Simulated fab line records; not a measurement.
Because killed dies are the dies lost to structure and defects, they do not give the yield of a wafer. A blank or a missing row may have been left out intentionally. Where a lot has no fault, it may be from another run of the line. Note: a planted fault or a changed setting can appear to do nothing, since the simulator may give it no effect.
fab line records    flow rit_cmos
record: lots: 15  wafers: 45  last_day: 7
route steps=202 shown SPACER@128 SILICIDE@163 CONTACT@181 M1@198
lots untouched by any fault: they come from a run of this same line in which no faults occurred
start_h: hours from the record's first day to the start of the lot's first wafer shown    wait_h: hours from the lot's prior step to this one    " as in the row above    L1.1+2: a row that stands for several wafers    - either no value or no given start    * or withheld: withheld    < > ~ a bound
route shown NAME@n: a module of which the file shows steps, and the number in the route of the first    usual: mean/standard deviation taken from wafers without a fault    same: alike in all rows    chamber/n: place in a boat    sites: the reading at each site    _std_site: their standard deviation    _edge_site: outer sites' mean less inner sites'    radius_mm: how far each site lies from the wafer's centre    mask NAME#n: copy n    behind: the tool/chamber that last shaped the wafer    hold: what put the lot on hold/how long, in hours/how the hold closed    device: whichever transistor did not switch (one of n, p or np)    end of line: tests of these same wafers at the route's end    a step with no rows: only its recipe    killed: count of dies lost to structure and defects at first sort (not the wafer's yield)    map: shows each die of a wafer: x if killed, . if not, _ if none is there
set.NAME: the run value of the setting; set.NAME@STEP: its run value at that earlier step    model.NAME: the simulator's own value behind a step, which no gauge read
one table for each step of the route and one row for each wafer, over a sample of lots
services: from which hour (start_h, from the record's first day; less than 0 if before it) a tool's chamber was out of use, for how many hours, and why
== steps ==
step: RIT_SPACER_CVD_03
recipe: material: Si3N4  target_thk_nm: 250  temp_c: 810  precursor: SiH2Cl2/NH3  time_s: 3300  pressure_mtorr: 300  sih2cl2_flow_sccm: 60  nh3_flow_sccm: 150
usual: spike_tc_source_C: 834.0/2.9
lot.wafer  tool      chamber  start_h  wait_h  spike_tc_source_C
L854.2     lpcvd-01  1        53.14    0.0     832.1
L854.4     "         1        "        "       834.2
L854.6     "         1        "        "       832.4
L855.1     lpcvd-02  0        54.03    0.0     836.5
L855.2     "         0        "        "       839.1
L855.3     "         0        "        "       836.6
L859.4     lpcvd-01  0        70.97    0.0     834.5
L859.5     "         0        "        "       831.8
L859.6     "         0        "        "       833.6
L860.2     lpcvd-02  0        74.63    0.0     835.7
L860.3     "         0        "        "       837.0
L860.6     "         0        "        "       835.5
L862.3     lpcvd-02  0        84.29    0.0     837.4
L862.5     "         0        "        "       837.6
L862.6     "         0        "        "       838.1
L863.1     lpcvd-02  0        88.26    0.0     838.3
L863.2     "         0        "        "       836.8
L863.6     "         0        "        "       835.6
L866.1     lpcvd-01  0        103.70   0.0     831.8
L866.4     "         0        "        "       833.6
L866.6     "         0        "        "       832.9
L867.2     lpcvd-02  1        108.53   0.2     830.5
L867.3     "         1        "        "       830.8
L867.6     "         1        "        "       829.2
L869.3     lpcvd-01  1        119.30   0.0     833.4
L869.4     "         1        "        "       833.1
L869.6     "         1        "        "       833.2
L870.3     lpcvd-02  1        124.10   0.0     830.2
L870.4     "         1        "        "       829.5
L870.6     "         1        "        "       831.2
L872.1     lpcvd-02  1        134.03   0.0     831.7
L872.3     "         1        "        "       831.4
L872.4     "         1        "        "       829.9
L873.1     lpcvd-01  0        139.09   0.0     833.0
L873.2     "         0        "        "       832.6
L873.3     "         0        "        "       833.8
L874.1     lpcvd-01  1        143.46   0.0     832.9
L874.3     "         1        "        "       833.0
L874.4     "         1        "        "       833.6
L875.1     lpcvd-02  1        149.58   0.0     830.6
L875.3     "         1        "        "       830.6
L875.4     "         1        "        "       831.7
L876.1     lpcvd-02  1        153.57   0.0     829.2
L876.3     "         1        "        "       831.4
L876.5     "         1        "        "       830.6
step: RIT_SPACER_THK_MEAS_04
recipe: reads: Si3N4_of_SPACER_CVD_03
usual: SPACER_NITRIDE_THK: 249.5/2.1
lot.wafer  tool           chamber  start_h  wait_h  SPACER_NITRIDE_THK[nm]
L854.2     film_metro-04  -        55.07    0.0     248.1
L854.4     "              -        "        "       251.5
L854.6     "              -        "        "       249.4
L855.1     film_metro-04  -        55.94    0.0     251.3
L855.2     "              -        "        "       250.6
L855.3     "              -        "        "       252.1
L859.4     film_metro-01  -        72.92    0.0     252.0
L859.5     "              -        "        "       252.0
L859.6     "              -        "        "       249.2
L860.2     film_metro-04  -        76.56    0.0     210.5
L860.3     "              -        "        "       210.6
L860.6     "              -        "        "       211.3
L862.3     film_metro-04  -        86.23    0.0     211.9
L862.5     "              -        "        "       214.9
L862.6     "              -        "        "       215.2
L863.1     film_metro-01  -        90.18    0.0     211.1
L863.2     "              -        "        "       208.8
L863.6     "              -        "        "       213.0
L866.1     film_metro-04  -        105.61   0.0     250.4
L866.4     "              -        "        "       248.8
L866.6     "              -        "        "       248.3
L867.2     film_metro-01  -        110.46   0.0     248.7
L867.3     "              -        "        "       249.3
L867.6     "              -        "        "       252.2
L869.3     film_metro-01  -        121.23   0.0     253.3
L869.4     "              -        "        "       252.9
L869.6     "              -        "        "       252.7
L870.3     film_metro-01  -        126.04   0.0     250.9
L870.4     "              -        "        "       250.9
L870.6     "              -        "        "       249.9
L872.1     film_metro-01  -        135.94   0.0     247.0
L872.3     "              -        "        "       250.1
L872.4     "              -        "        "       249.8
L873.1     film_metro-01  -        141.00   0.0     246.9
L873.2     "              -        "        "       247.0
L873.3     "              -        "        "       248.4
L874.1     film_metro-01  -        145.37   0.0     251.3
L874.3     "              -        "        "       249.3
L874.4     "              -        "        "       249.2
L875.1     film_metro-04  -        151.50   0.0     249.4
L875.3     "              -        "        "       250.0
L875.4     "              -        "        "       248.9
L876.1     film_metro-04  -        155.49   0.0     250.5
L876.3     "              -        "        "       250.9
L876.5     "              -        "        "       250.4
step: RIT_SPACER_ETCHBACK_05
recipe: target_depth_a: 2500  SF6_flow_sccm: 30  CHF3_flow_sccm: 30  target: Si3N4  chemistry: SF6/CHF3  pressure_mtorr: 40  rf_w: 250  time_s: 240  stop_on: SiO2
usual: SF6_flow_sccm: 29.99/0.084  drypump_motor_current_A: 5.6/0.46  oes_product_au: 0.845/0.013  throttle_valve_pct: 10.37/0.16
lot.wafer  tool         chamber  start_h  wait_h  SF6_flow_sccm  drypump_motor_current_A  oes_product_au  rf_hours_counter_h  throttle_valve_pct
L854.2     rie_diel-04  1        55.12    0.0     30.03          6.0                      0.827           91                  10.51
L854.4     "            3        "        "       30.02          5.8                      0.847           57                  10.43
L854.6     "            2        "        "       30.01          5.1                      0.868           -                   10.41
L855.1     rie_diel-02  2        56.00    0.1     29.94          6.2                      0.837           37                  10.19
L855.2     "            3        "        "       30.01          5.4                      0.839           15                  10.47
L855.3     "            1        "        "       30.02          6.5                      0.845           153                 10.51
L859.4     rie_diel-04  1        72.95    0.0     29.92          6.0                      0.843           91                  10.52
L859.5     "            1        "        "       30.05          6.0                      0.852           -                   10.53
L859.6     "            2        "        "       30.04          5.1                      0.866           -                   10.42
L860.2     rie_diel-02  1        76.61    0.0     30.07          6.5                      0.745           153                 10.50
L860.3     "            0        "        "       29.86          5.4                      0.771           2                   10.42
L860.6     "            1        "        "       30.06          6.5                      0.746           -                   10.48
L862.3     rie_diel-04  0        86.27    0.0     30.02          4.8                      0.756           36                  9.97
L862.5     "            0        "        "       30.02          4.9                      0.754           -                   9.98
L862.6     "            3        "        "       30.12          5.8                      0.766           -                   10.40
L863.1     rie_diel-01  3        90.24    0.1     29.88          5.2                      0.752           7                   10.47
L863.2     "            2        "        "       30.09          5.8                      0.739           18                  10.40
L863.6     "            1        "        "       30.09          5.7                      0.746           -                   10.13
L866.1     rie_diel-04  2        105.67   0.1     29.94          5.1                      0.869           127                 10.40
L866.4     "            1        "        "       30.01          6.0                      0.834           92                  10.51
L866.6     "            1        "        "       30.17          6.0                      0.833           -                   10.53
L867.2     rie_diel-02  0        110.51   0.0     30.02          5.4                      0.866           3                   10.44
L867.3     "            2        "        "       30.00          6.2                      0.835           39                  10.19
L867.6     "            0        "        "       30.00          5.5                      0.869           -                   10.45
L869.3     rie_diel-01  3        121.27   0.0     30.04          5.2                      0.852           7                   10.54
L869.4     "            0        "        "       29.94          6.0                      0.858           130                 10.16
L869.6     "            1        "        "       29.78          5.7                      0.833           -                   10.15
L870.3     rie_diel-01  2        126.08   0.0     30.00          5.9                      0.852           19                  10.43
L870.4     "            0        "        "       29.95          6.0                      0.848           130                 10.17
L870.6     "            0        "        "       30.14          6.0                      0.850           -                   10.16
L872.1     rie_diel-04  2        136.00   0.1     29.94          5.0                      0.864           128                 10.40
L872.3     "            3        "        "       29.89          5.8                      0.850           58                  10.42
L872.4     "            3        "        "       29.93          5.8                      0.854           -                   10.42
L873.1     rie_diel-04  1        141.06   0.1     30.02          6.0                      0.829           92                  10.51
L873.2     "            2        "        "       30.00          5.1                      0.860           128                 10.41
L873.3     "            3        "        "       30.07          5.8                      0.847           58                  10.45
L874.1     rie_diel-02  0        145.43   0.1     29.82          5.4                      0.858           4                   10.46
L874.3     "            2        "        "       29.84          6.2                      0.830           39                  10.21
L874.4     "            3        "        "       29.94          5.4                      0.839           -                   10.47
L875.1     rie_diel-01  0        151.56   0.1     30.04          6.0                      0.844           131                 10.16
L875.3     "            3        "        "       29.87          5.2                      0.845           8                   10.52
L875.4     "            2        "        "       30.07          5.8                      0.832           20                  10.42
L876.1     rie_diel-01  1        155.55   0.1     29.96          5.7                      0.839           93                  10.14
L876.3     "            0        "        "       30.03          6.0                      0.845           131                 10.16
L876.5     "            3        "        "       29.96          5.2                      0.843           -                   10.54
step: RIT_SILICIDE_RS_MEAS_02
recipe: thk_meas_gauge: four-point-probe  reads: Ti_of_SILICIDE_SPUTTER_01
usual: SILICIDE_TI_RS: 47.7/0.63
lot.wafer  tool           chamber  start_h  wait_h  SILICIDE_TI_RS[ohm/sq]
L854.2     film_metro-04  -        59.26    0.1     48.7
L854.4     "              -        "        "       48.1
L854.6     "              -        "        "       48.2
L855.1     film_metro-04  -        60.27    0.1     46.8
L855.2     "              -        "        "       47.3
L855.3     "              -        "        "       47.5
L859.4     film_metro-03  -        77.22    0.1     47.9
L859.5     "              -        "        "       47.8
L859.6     "              -        "        "       47.6
L860.2     film_metro-01  -        80.95    0.1     47.6
L860.3     "              -        "        "       47.4
L860.6     "              -        "        "       47.8
L862.3     film_metro-03  -        90.52    0.1     47.9
L862.5     "              -        "        "       48.2
L862.6     "              -        "        "       47.8
L863.1     film_metro-04  -        94.56    0.1     49.2
L863.2     "              -        "        "       48.8
L863.6     "              -        "        "       48.6
L866.1     film_metro-04  -        109.89   0.1     48.4
L866.4     "              -        "        "       48.1
L866.6     "              -        "        "       48.3
L867.2     film_metro-04  -        114.86   0.1     47.7
L867.3     "              -        "        "       47.4
L867.6     "              -        "        "       47.7
L869.3     film_metro-04  -        125.38   0.1     49.0
L869.4     "              -        "        "       49.1
L869.6     "              -        "        "       48.9
L870.3     film_metro-04  -        130.18   0.1     47.5
L870.4     "              -        "        "       46.7
L870.6     "              -        "        "       46.9
L872.1     film_metro-04  -        140.13   0.1     46.4
L872.3     "              -        "        "       47.3
L872.4     "              -        "        "       46.9
L873.1     film_metro-03  -        145.38   0.1     48.0
L873.2     "              -        "        "       47.4
L873.3     "              -        "        "       46.9
L874.1     film_metro-04  -        149.84   0.1     47.5
L874.3     "              -        "        "       46.9
L874.4     "              -        "        "       46.6
L875.1     film_metro-01  -        155.67   0.1     47.2
L875.3     "              -        "        "       47.8
L875.4     "              -        "        "       46.7
L876.1     film_metro-04  -        159.79   0.1     47.8
L876.3     "              -        "        "       47.7
L876.5     "              -        "        "       47.9
step: RIT_CONTACT_CD_MEAS_90
recipe: target_cd_nm: 1000
usual: cd_nm: 998.8/2.5
lot.wafer  tool       chamber  start_h  wait_h  cd_nm
L854.2     cd_sem-02  -        61.49    0.1     1000.3
L854.4     "          -        "        "       1003.5
L854.6     "          -        "        "       1000.9
L855.1     cd_sem-02  -        62.38    0.1     997.9
L855.2     "          -        "        "       996.7
L855.3     "          -        "        "       995.4
L859.4     cd_sem-02  -        79.46    0.1     998.5
L859.5     "          -        "        "       998.6
L859.6     "          -        "        "       997.3
L860.2     cd_sem-02  -        83.08    0.1     996.3
L860.3     "          -        "        "       996.8
L860.6     "          -        "        "       995.2
L862.3     cd_sem-01  -        92.93    0.1     998.0
L862.5     "          -        "        "       998.0
L862.6     "          -        "        "       998.6
L863.1     cd_sem-02  -        96.82    0.1     1002.5
L863.2     "          -        "        "       999.7
L863.6     "          -        "        "       1000.4
L866.1     cd_sem-02  -        112.13   0.1     997.6
L866.4     "          -        "        "       998.4
L866.6     "          -        "        "       999.3
L867.2     cd_sem-02  -        116.97   0.1     998.0
L867.3     "          -        "        "       997.0
L867.6     "          -        "        "       996.8
L869.3     cd_sem-02  -        127.49   0.1     996.0
L869.4     "          -        "        "       997.6
L869.6     "          -        "        "       997.0
L870.3     cd_sem-02  -        132.46   0.1     998.2
L870.4     "          -        "        "       998.7
L870.6     "          -        "        "       1000.3
L872.1     cd_sem-02  -        142.24   0.1     996.1
L872.3     "          -        "        "       999.8
L872.4     "          -        "        "       997.5
L873.1     cd_sem-02  -        147.49   0.1     997.5
L873.2     "          -        "        "       1000.1
L873.3     "          -        "        "       997.4
L874.1     cd_sem-01  -        152.07   0.1     1002.9
L874.3     "          -        "        "       999.0
L874.4     "          -        "        "       999.8
L875.1     cd_sem-02  -        157.92   0.1     1000.2
L875.3     "          -        "        "       998.9
L875.4     "          -        "        "       999.8
L876.1     cd_sem-01  -        162.17   0.1     995.7
L876.3     "          -        "        "       995.4
L876.5     "          -        "        "       995.7
step: RIT_M1_STRIP_14
recipe: chemistry: O2  time_s: 180  platen_temp_c: withheld  power_w: 500  pressure_mtorr: 4000  o2_flow_sccm: 4000
usual: drypump_motor_current_A: 6.1/0.42  rf_refl_power_W: 7.5/1.1
lot.wafer  tool             chamber  start_h  wait_h  drypump_motor_current_A  rf_hours_counter_h  rf_refl_power_W
L854.2     plasma_asher-01  1        64.19    0.0     5.5                      43                  7.0
L854.4     "                1        "        "       5.5                      -                   7.3
L854.6     "                1        "        "       5.5                      -                   7.3
L855.1     plasma_asher-01  0        65.06    0.0     5.4                      43                  6.8
L855.2     "                1        "        "       5.5                      43                  7.1
L855.3     "                1        "        "       5.5                      -                   7.2
L859.4     plasma_asher-01  1        82.29    0.1     5.5                      -                   7.1
L859.5     "                0        "        "       5.4                      -                   7.4
L859.6     "                1        "        "       5.5                      -                   7.2
L860.2     plasma_asher-01  0        85.77    0.0     5.4                      45                  7.2
L860.3     "                1        "        "       5.5                      -                   7.2
L860.6     "                1        "        "       5.5                      -                   7.2
L862.3     plasma_asher-01  1        95.66    0.1     5.5                      -                   7.3
L862.5     "                1        "        "       5.5                      -                   7.3
L862.6     "                0        "        "       5.4                      -                   7.3
L863.1     plasma_asher-04  1        99.39    0.0     6.1                      47                  6.3
L863.2     "                0        "        "       6.5                      47                  5.7
L863.6     "                0        "        "       6.6                      -                   6.3
L866.1     plasma_asher-02  0        114.88   0.0     6.4                      46                  8.3
L866.4     "                1        "        "       6.3                      -                   9.1
L866.6     "                1        "        "       6.3                      -                   9.3
L867.2     plasma_asher-02  0        119.66   0.0     6.4                      47                  8.0
L867.3     "                0        "        "       6.4                      -                   8.3
L867.6     "                0        "        "       6.4                      -                   8.3
L869.3     plasma_asher-04  1        130.09   0.1     6.1                      -                   6.3
L869.4     "                0        "        "       6.6                      -                   6.3
L869.6     "                1        "        "       6.2                      -                   6.4
L870.3     plasma_asher-02  1        135.17   0.1     6.3                      -                   9.2
L870.4     "                0        "        "       6.4                      -                   8.5
L870.6     "                0        "        "       6.4                      -                   7.8
L872.1     plasma_asher-02  0        144.81   0.0     6.4                      50                  8.0
L872.3     "                1        "        "       6.3                      -                   9.0
L872.4     "                0        "        "       6.4                      -                   7.7
L873.1     plasma_asher-01  0        150.18   0.0     5.4                      49                  7.4
L873.2     "                1        "        "       5.5                      49                  7.1
L873.3     "                1        "        "       5.5                      -                   7.2
L874.1     plasma_asher-04  1        154.82   0.0     6.2                      4                   6.2
L874.3     "                0        "        "       6.6                      -                   6.3
L874.4     "                1        "        "       6.1                      -                   6.8
L875.1     plasma_asher-04  0        160.49   0.0     6.6                      5                   5.6
L875.3     "                0        "        "       6.6                      -                   5.5
L875.4     "                1        "        "       6.1                      -                   6.4
L876.1     plasma_asher-04  1        164.89   0.0     6.2                      5                   6.5
L876.3     "                0        "        "       6.5                      -                   6.4
L876.5     "                0        "        "       6.5                      -                   5.8
step: RIT_M1_PROBE_99
usual: killed_at_contacts: 0.0/0.22  killed_at_front_end: 7/3.2  killed_dies: 7/3.2  killed_open: 3.2/2.1  killed_short: 3.5/2.2
same: gross_dies: 264  killed_at_M0_to_M3: 0  killed_at_M4_up: 0  killed_at_back_side: 0  killed_at_other: 0
lot.wafer  tool       chamber  start_h  wait_h  killed_at_contacts  killed_at_front_end  killed_dies  killed_open  killed_short
L854.2     prober-02  -        66.19    0.1     0                   12                   12           10           2
L854.4     prober-02  -        66.29    0.2     0                   8                    8            4            4
L854.6     prober-02  -        66.39    0.2     0                   10                   10           4            6
L855.1     prober-01  -        68.67    0.1     0                   10                   10           8            2
L855.2     prober-01  -        68.72    0.1     0                   0                    0            0            0
L855.3     prober-01  -        68.77    0.2     0                   5                    5            4            1
L859.4     prober-01  -        85.10    0.2     0                   4                    4            3            1
L859.5     prober-01  -        85.15    0.2     0                   7                    7            2            5
L859.6     prober-01  -        85.20    0.2     0                   5                    5            2            3
L860.2     prober-02  -        87.74    0.1     0                   8                    8            3            4
L860.3     prober-02  -        87.79    0.2     0                   4                    4            1            3
L860.6     prober-02  -        87.94    0.2     0                   7                    7            3            4
L862.3     prober-02  -        97.72    0.2     0                   6                    6            5            1
L862.5     prober-02  -        97.82    0.2     0                   5                    5            4            1
L862.6     prober-02  -        97.87    0.2     0                   8                    8            4            3
L863.1     prober-01  -        101.30   0.1     0                   10                   10           3            6
L863.2     prober-01  -        101.35   0.1     0                   5                    5            2            2
L863.6     prober-01  -        101.55   0.2     0                   9                    9            3            6
L866.1     prober-02  -        117.52   0.1     0                   5                    5            2            3
L866.4     prober-02  -        117.67   0.2     0                   4                    4            3            1
L866.6     prober-02  -        117.77   0.2     0                   5                    5            2            3
L867.2     prober-01  -        121.62   0.1     0                   5                    5            4            1
L867.3     prober-01  -        121.67   0.2     0                   6                    6            2            4
L867.6     prober-01  -        121.82   0.2     0                   10                   10           4            6
L869.3     prober-01  -        132.05   0.2     0                   5                    5            1            4
L869.4     prober-01  -        132.10   0.2     0                   2                    2            1            1
L869.6     prober-01  -        132.20   0.2     0                   14                   14           5            9
L870.3     prober-02  -        137.13   0.2     0                   3                    3            2            1
L870.4     prober-02  -        137.18   0.2     0                   6                    6            1            4
L870.6     prober-02  -        137.28   0.2     0                   9                    9            4            5
L872.1     prober-02  -        146.73   0.1     0                   2                    2            0            2
L872.3     prober-02  -        146.83   0.2     1                   2                    3            1            2
L872.4     prober-02  -        146.88   0.2     0                   6                    6            2            4
L873.1     prober-01  -        153.67   0.1     0                   9                    9            5            4
L873.2     prober-01  -        153.72   0.1     0                   8                    8            4            4
L873.3     prober-01  -        153.77   0.2     0                   7                    7            1            5
L874.1     prober-02  -        156.74   0.1     0                   10                   10           7            3
L874.3     prober-02  -        156.84   0.2     0                   4                    4            1            3
L874.4     prober-02  -        156.89   0.2     0                   4                    4            3            1
L875.1     prober-01  -        162.40   0.1     0                   5                    5            3            2
L875.3     prober-01  -        162.50   0.2     0                   6                    6            4            2
L875.4     prober-01  -        162.55   0.2     0                   3                    3            2            1
L876.1     prober-02  -        166.81   0.1     0                   1                    1            1            0
L876.3     prober-02  -        166.91   0.2     0                   10                   10           8            2
L876.5     prober-02  -        167.01   0.2     0                   2                    2            0            2
killed by level:class
L854.2 GATE:geometric_particle:open=3 REOX:geometric_particle:open=2 SPACER:geometric_particle:open=2 SILICIDE:geometric_particle:short=2 SILICIDE:geometric_particle:open=2 FOX1:geometric_particle:open=1
L854.4 GATE:geometric_particle:short=3 GATE:geometric_particle:open=3 FOX1:geometric_particle:short=1 SPACER:geometric_particle:open=1
L854.6 GATE:geometric_particle:open=4 GATE:geometric_particle:short=4 FOX1:geometric_particle:short=1 REOX:geometric_particle:short=1
L855.1 GATE:geometric_particle:open=5 SPACER:geometric_particle:open=2 GATE:geometric_particle:short=1 SPACER:geometric_particle:short=1 SILICIDE:geometric_particle:open=1
L855.3 GATE:geometric_particle:open=2 FOX2:geometric_particle:open=1 GATE:geometric_particle:short=1 REOX:geometric_particle:open=1
L859.4 GATE:geometric_particle:open=2 REOX:geometric_particle:open=1 SILICIDE:geometric_particle:short=1
L859.5 FOX1:geometric_particle:short=2 REOX:geometric_particle:short=2 FOX1:geometric_particle:open=1 FOX2:geometric_particle:short=1 GATE:geometric_particle:open=1
L859.6 GATE:geometric_particle:short=2 FOX2:geometric_particle:short=1 GATE:geometric_particle:open=1 REOX:geometric_particle:open=1
L860.2 GATE:geometric_particle:open=2 GATE:geometric_particle:short=2 REOX:geometric_particle:short=1 SILICIDE:geometric_particle:open=1 SILICIDE:geometric_particle:short=1 SPACER:area_cvd=1
L860.3 FOX1:geometric_particle:open=1 GATE:geometric_particle:short=1 REOX:geometric_particle:short=1 SILICIDE:geometric_particle:short=1
L860.6 FOX1:geometric_particle:short=1 FOX2:geometric_particle:open=1 GATE:geometric_particle:short=1 GATE:geometric_particle:open=1 REOX:geometric_particle:short=1 SPACER:geometric_particle:short=1 SILICIDE:geometric_particle:open=1
L862.3 GATE:geometric_particle:open=2 SILICIDE:geometric_particle:open=2 FOX1:geometric_particle:open=1 REOX:geometric_particle:short=1
L862.5 SPACER:geometric_particle:open=2 FOX1:geometric_particle:open=1 GATE:geometric_particle:open=1 REOX:geometric_particle:short=1
L862.6 GATE:geometric_particle:open=3 GATE:geometric_particle:short=2 FOX1:geometric_particle:open=1 REOX:geometric_particle:short=1 SPACER:area_cvd=1
L863.1 REOX:geometric_particle:short=3 FOX1:geometric_particle:open=1 GATE:geometric_particle:short=1 SILICIDE:geometric_particle:short=1 REOX:geometric_particle:open=1 SPACER:geometric_particle:short=1 SPACER:geometric_particle:open=1 SPACER:area_cvd=1
L863.2 GATE:geometric_particle:short=2 REOX:geometric_particle:open=2 SPACER:area_cvd=1
L863.6 SILICIDE:geometric_particle:short=5 GATE:geometric_particle:open=2 GATE:geometric_particle:short=1 REOX:geometric_particle:open=1
L866.1 FOX1:geometric_particle:short=1 GATE:geometric_particle:open=1 REOX:geometric_particle:open=1 SPACER:geometric_particle:short=1 SILICIDE:geometric_particle:short=1
L866.4 GATE:geometric_particle:open=2 GATE:geometric_particle:short=1 SPACER:geometric_particle:open=1
L866.6 SILICIDE:geometric_particle:open=2 GATE:geometric_particle:short=1 REOX:geometric_particle:short=1 SILICIDE:geometric_particle:short=1
L867.2 FOX1:geometric_particle:open=1 FOX2:geometric_particle:open=1 REOX:geometric_particle:open=1 SPACER:geometric_particle:open=1 SPACER:geometric_particle:short=1
L867.3 FOX1:geometric_particle:short=1 FOX2:geometric_particle:short=1 GATE:geometric_particle:open=1 REOX:geometric_particle:short=1 REOX:geometric_particle:open=1 SILICIDE:geometric_particle:short=1
L867.6 GATE:geometric_particle:short=2 SPACER:geometric_particle:open=2 SILICIDE:geometric_particle:short=2 FOX1:geometric_particle:open=1 FOX1:geometric_particle:short=1 FOX2:geometric_particle:short=1 SILICIDE:geometric_particle:open=1
L869.3 FOX1:geometric_particle:short=2 SPACER:geometric_particle:short=2 SILICIDE:geometric_particle:open=1
L869.4 SPACER:geometric_particle:open=1 SPACER:geometric_particle:short=1
L869.6 SILICIDE:geometric_particle:short=5 SPACER:geometric_particle:short=3 SILICIDE:geometric_particle:open=3 FOX1:geometric_particle:short=1 GATE:geometric_particle:open=1 SPACER:geometric_particle:open=1
L870.3 SPACER:geometric_particle:open=2 SPACER:geometric_particle:short=1
L870.4 GATE:geometric_particle:short=3 GATE:geometric_particle:open=1 SPACER:geometric_particle:short=1 NSD:coat_microbubble_printed=1
L870.6 GATE:geometric_particle:open=3 GATE:geometric_particle:short=3 REOX:geometric_particle:open=1 REOX:geometric_particle:short=1 SPACER:geometric_particle:short=1
L872.1 FOX1:geometric_particle:short=1 GATE:geometric_particle:short=1
L872.3 FOX1:geometric_particle:short=1 SILICIDE:geometric_particle:short=1 CONTACT:geometric_particle:open=1
L872.4 GATE:geometric_particle:short=4 GATE:geometric_particle:open=1 SPACER:geometric_particle:open=1
L873.1 FOX1:geometric_particle:open=4 SPACER:geometric_particle:short=2 GATE:geometric_particle:open=1 GATE:geometric_particle:short=1 SILICIDE:geometric_particle:short=1
L873.2 FOX1:geometric_particle:open=2 REOX:geometric_particle:short=2 ACTIVE:geometric_particle:short=1 GATE:geometric_particle:open=1 REOX:geometric_particle:open=1 SPACER:geometric_particle:short=1
L873.3 FOX1:geometric_particle:short=2 GATE:geometric_particle:short=2 GATE:geometric_particle:open=1 SPACER:geometric_particle:short=1 PRETRO:coat_microbubble_printed=1
L874.1 GATE:geometric_particle:open=3 GATE:geometric_particle:short=2 SPACER:geometric_particle:open=2 FOX1:geometric_particle:open=1 FOX2:geometric_particle:open=1 SPACER:geometric_particle:short=1
L874.3 FOX1:geometric_particle:short=1 GATE:geometric_particle:short=1 SPACER:geometric_particle:short=1 SPACER:geometric_particle:open=1
L874.4 FOX1:geometric_particle:open=2 GATE:geometric_particle:open=1 SPACER:geometric_particle:short=1
L875.1 GATE:geometric_particle:short=2 FOX1:geometric_particle:open=1 FOX2:geometric_particle:open=1 GATE:geometric_particle:open=1
L875.3 FOX2:geometric_particle:open=2 GATE:geometric_particle:open=1 SPACER:geometric_particle:short=1 SPACER:geometric_particle:open=1 SILICIDE:geometric_particle:short=1
L875.4 FOX2:geometric_particle:open=2 SPACER:geometric_particle:short=1
L876.1 GATE:geometric_particle:open=1
L876.3 GATE:geometric_particle:open=5 SILICIDE:geometric_particle:open=2 FOX1:geometric_particle:short=1 GATE:geometric_particle:short=1 SPACER:geometric_particle:open=1
L876.5 GATE:geometric_particle:short=1 SILICIDE:geometric_particle:short=1
== services ==
tool             chamber  start_h  hours  kind
rie_diel-02      2        45.77    2.4    repair
lpcvd-02         -        56.49    4.3    pm
rie_diel-02      3        103.63   6.0    repair
plasma_asher-01  -        106.44   15.6   pm
plasma_asher-04  -        108.75   9.0    pm
plasma_asher-04  0        108.75   9.0    vent_cycle
plasma_asher-04  1        108.75   9.0    vent_cycle
lpcvd-01         -        111.01   1.0    repair
rie_diel-04      -        112.47   14.6   pm
plasma_asher-04  0        117.75   -      clean
plasma_asher-04  1        117.75   -      clean
rie_diel-04      0        131.56   10.0   repair
plasma_asher-01  -        131.99   10.1   repair
rie_diel-01      2        142.09   3.5    repair
== key ==
first_sign: step: RIT_SPACER_THK_MEAS_04  reading: SPACER_NITRIDE_THK  direction: down  sigmas: 18  usual: 249.5  struck: 211.9
effect: step: RIT_SPACER_ETCHBACK_05  reading: oes_product_au  direction: down  sigmas: 7.1  usual: 0.845  struck: 0.753
met_at RIT_SPACER_CVD_03
struck_lots L860,L862,L863
struck_wafers L860.2,L860.3,L860.6,L862.3,L862.5,L862.6,L863.1,L863.2,L863.6
tester_left_out L860,L862,L863
not_acting_at RIT_SILICIDE_RS_MEAS_02,RIT_CONTACT_CD_MEAS_90,RIT_M1_STRIP_14
onset_between 54.03 74.63
fault: kind: site_profile_drift  tool: lpcvd-02  chamber: 0  onset_h: 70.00  steps: RIT_SPACER_CVD_03  basis: fraction  max_abs_drift: 0.33271  slope_share_per_hr: 73.936  site_pattern: 0,0,0,0,0,-1,-1,-1,-1
tester_left_out: of these lots the tester's yield and bins aren't shown, on N5 and GAA mostly nor the transistor test; their killed dies are dies lost to structure and defects alone, not to doping, threshold or leakage, so they don't give the yield
